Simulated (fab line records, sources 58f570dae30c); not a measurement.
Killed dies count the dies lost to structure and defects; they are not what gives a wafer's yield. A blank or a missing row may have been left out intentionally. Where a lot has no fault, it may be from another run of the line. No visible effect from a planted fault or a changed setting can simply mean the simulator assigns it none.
A lot that was struck, set against a sound lot -- flow berkeley_cmos170 -- 15 out of 331 route steps
Sound: wafers L353.1, L353.4, L353.6. Struck: wafers L354.1, L354.2, L354.4. Last of all comes the cause.
For every step that has rows: the tool of each side, followed by ch and its chambers, followed by its first start. Under that, the readings that differ: sound wafers -- struck wafers -- difference of the means -- sigmas: that difference in standard deviations of wafers without a fault.
alike: a reading whose means differ by less than 2 such deviations, as well as words and numbers matching on both sides. not compared: withheld readings; readings where some wafer has no value; bounds like >300 that might hide an equal value; numbers whose values overlap and for which the record gives no deviation.
The two part at a step that has a row with sigmas, a row that says differs or no value, or rows on one side only. Numbers that have no deviation but don't overlap get no sigmas and don't part them. A reading that every wafer of one side lacks parts them only if that side has two wafers or more.

UCB170_M1_METAL_ETCH_12: etches Al in Cl2/BCl3, stops on PSG, target depth 780 nm, time 130 s.
  sound on rie_metal-04 ch 0,1, day 9 14:52; struck on rie_metal-01 ch 0,1, day 10 04:41
  alike: drypump_motor_current_A, oes_product_au, throttle_valve_pct
  not compared: rf_hours_counter_h
UCB170_M1_STRIP_13: strips in O2.
  sound on plasma_asher-01 ch 0, day 9 15:00; struck on plasma_asher-03 ch 0,1, day 10 04:49
  alike: drypump_motor_current_A, oes_product_au
  not compared: rf_hours_counter_h
UCB170_M1_CD_MEAS_90: target cd 700 nm.
  struck on cd_sem-02, day 10 04:55; sound on cd_sem-02, day 9 15:10
  alike: cd_nm
then, 1 step without rows for these wafers: UCB170_M1_ANNEAL_14 (time 1200 s).
UCB170_V1_CVD_00: deposits SiO2 from TEOS/O2, target thk 2000 nm, time 250 s.
  sound on pecvd-03 ch 0,1, day 9 16:53; struck on pecvd-02 ch 1,2, day 10 07:32
  alike: heater_power_w
UCB170_V1_THK_MEAS_01:
  struck on film_metro-01, day 10 07:41; sound on film_metro-02, day 9 17:02
  alike: V1_TEOS_THK
UCB170_V1_CMP_02: polishes SiO2.
  sound on cmp-02 ch 0,3, day 9 17:06; struck on cmp-02 ch 0,2,3, day 10 07:44
  alike: motor_current_A, platen_rpm
UCB170_V1_BOW_MEAS_03:
  struck on film_metro-01, day 10 08:02; sound on film_metro-02, day 9 17:24
reading,sound,struck,difference,sigmas
V1_BOW (um),19 29 20,10 1 15,-14,-2
UCB170_V1_THK_MEAS_04:
  struck on film_metro-01, day 10 08:10; sound on film_metro-02, day 9 17:31
  alike: V1_POLISHED_THK
then, 3 steps without rows for these wafers: UCB170_V1_CLEAN_05 (cleans in DIW); UCB170_V1_HMDS_06 (prime time 60 s); UCB170_V1_COAT_07 (resist thk 900 nm).
UCB170_V1_SOFTBAKE_08: time 60 s.
  sound on litho_track-04 ch 0, day 9 18:19; struck on litho_track-01 ch 0, day 10 09:26
reading,sound,struck,difference,sigmas
heater_power_total_W (W),56.81 56.79 56.83,61.32 61.32 61.39,+4.53,+99 or more
run_length_s (s),89.50 89.50 89.58,74.67 74.66 74.50,-14.92,-53
then, 1 step without rows for these wafers: UCB170_V1_EXPOSE_09 (exposes mask VIA1, target cd 700 nm).
UCB170_M3_PROBE_99:
  rows exist in the record for the struck wafers here (prober-02, day 10 19:30), but not for the sound ones

## WHERE THEY PART
Earliest at UCB170_V1_BOW_MEAS_03; latest, in this record, at UCB170_M3_PROBE_99.

WHY: the cause the simulator had injected
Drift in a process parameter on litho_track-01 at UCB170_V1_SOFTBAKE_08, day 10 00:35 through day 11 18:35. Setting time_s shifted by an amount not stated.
